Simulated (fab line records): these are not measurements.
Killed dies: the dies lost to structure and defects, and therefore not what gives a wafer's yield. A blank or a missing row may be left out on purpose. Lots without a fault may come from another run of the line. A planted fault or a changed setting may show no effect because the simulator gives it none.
One fault through the eyes of 2 desks :: flow rit cmos :: only its own numbers are on each desk; what lay behind them is given at the end

AT THE METROLOGY DESK
What the gauges read for every lot (on any tool): the sampled wafers with a number, averaged. Marked OUT: a lot whose mean sits more than 4 standard deviations from the usual mean, which makes it out of limits; the brackets give that distance.
Columns: A = INCOMING_BOW at RIT_ACTIVE_BOW_MEAS_00, usual 0 um; B = NRETRO_TW at RIT_NRETRO_TW_MEAS_10, usual 1055; C = M1_AL_THK at RIT_M1_THK_MEAS_02, usual 405 nm
lot: L525
first seen here: day 1 10:01
A: 1
B: 1052
C: 405

lot: L526
first seen here: day 1 15:01
A: 7
B: 1066
C: 408

lot: L527
first seen here: day 1 20:04
A: 2
B: 1054
C: 400

lot: L528
first seen here: day 2 01:00
A: -2
B: 1176 (+11) OUT
C: 403

lot: L530
first seen here: day 2 11:04
A: -3
B: 1055
C: 409

lot: L531
first seen here: day 2 16:04
A: -0
B: 1182 (+12) OUT
C: 410

lot: L533
first seen here: day 3 02:00
A: 1
B: 1171 (+11) OUT
C: 402

lot: L538
first seen here: day 4 03:01
A: -5
B: 1037
C: 401

lot: L539
first seen here: day 4 08:00
A: 2
B: 1039
C: 410

lot: L542
first seen here: day 4 23:00
A: 3
B: 1042
C: 404

lot: L543
first seen here: day 5 04:05
A: -1
B: 1042
C: 409

lot: L545
first seen here: day 5 14:00
A: -2
B: 1041
C: 399

lot: L546
first seen here: day 5 19:00
A: -0
B: 1066
C: 408

lot: L548
first seen here: day 6 05:00
A: -0
B: 1037
C: 411
This desk's result: L528, L531, L533 out of limits, first on L528 (NRETRO_TW at RIT_NRETRO_TW_MEAS_10), day 3 02:55. Within limits: L525, L526, L527, L530, L538, L539, L542, L543, L545, L546, L548.

AT THE TOOL OWNER'S DESK: implanter-03
The tool's own readings at RIT_NRETRO_IMPLANT_08: means of the sampled wafers that have a number, for each lot that ran on this tool. Marked OUT: a lot whose mean sits more than 4 standard deviations from the usual mean, which makes it out of limits; the brackets give that distance.
Columns: A = dose ions cm2 at RIT_NRETRO_IMPLANT_08, usual 1e+13; B = faraday current uA at RIT_NRETRO_IMPLANT_08, usual 31.7
lot: L526
first seen here: day 2 18:22
A: 1e+13
B: 31.3

lot: L527
first seen here: day 2 23:31
A: 1e+13
B: 31.7

lot: L528
first seen here: day 3 02:35
A: 1e+13 (+99 or more) OUT
B: 43.1 (+20) OUT

lot: L531
first seen here: day 4 02:50
A: 1e+13 (+99 or more) OUT
B: 43.3 (+21) OUT

lot: L533
first seen here: day 4 18:05
A: 1e+13 (+99 or more) OUT
B: 44.0 (+22) OUT

lot: L548
first seen here: day 7 02:19
A: 1e+13
B: 31.5
This desk's verdict: out of limits on L528, L531, L533, starting with L528 at day 3 02:35 (dose ions cm2 at RIT_NRETRO_IMPLANT_08). Within limits: L526, L527, L548.

ALL TOGETHER
At day 3 02:35, on L528, L531, L533, the tool owner's desk was in a position to raise an alarm.
Metrology desk: alarm possible at day 3 02:55 on L528, L531, L533.
All the named lots went through RIT_NRETRO_IMPLANT_08 on implanter-03.

WHAT WAS PUT IN BY THE SIMULATOR
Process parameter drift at RIT_NRETRO_IMPLANT_08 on implanter-03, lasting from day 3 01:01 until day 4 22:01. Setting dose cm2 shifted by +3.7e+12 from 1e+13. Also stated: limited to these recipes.
Struck lots among those shown: L528, L531, L533.
Fault start to first reading out of limits, in hours, per desk: tool owner, 2; metrology, 2.
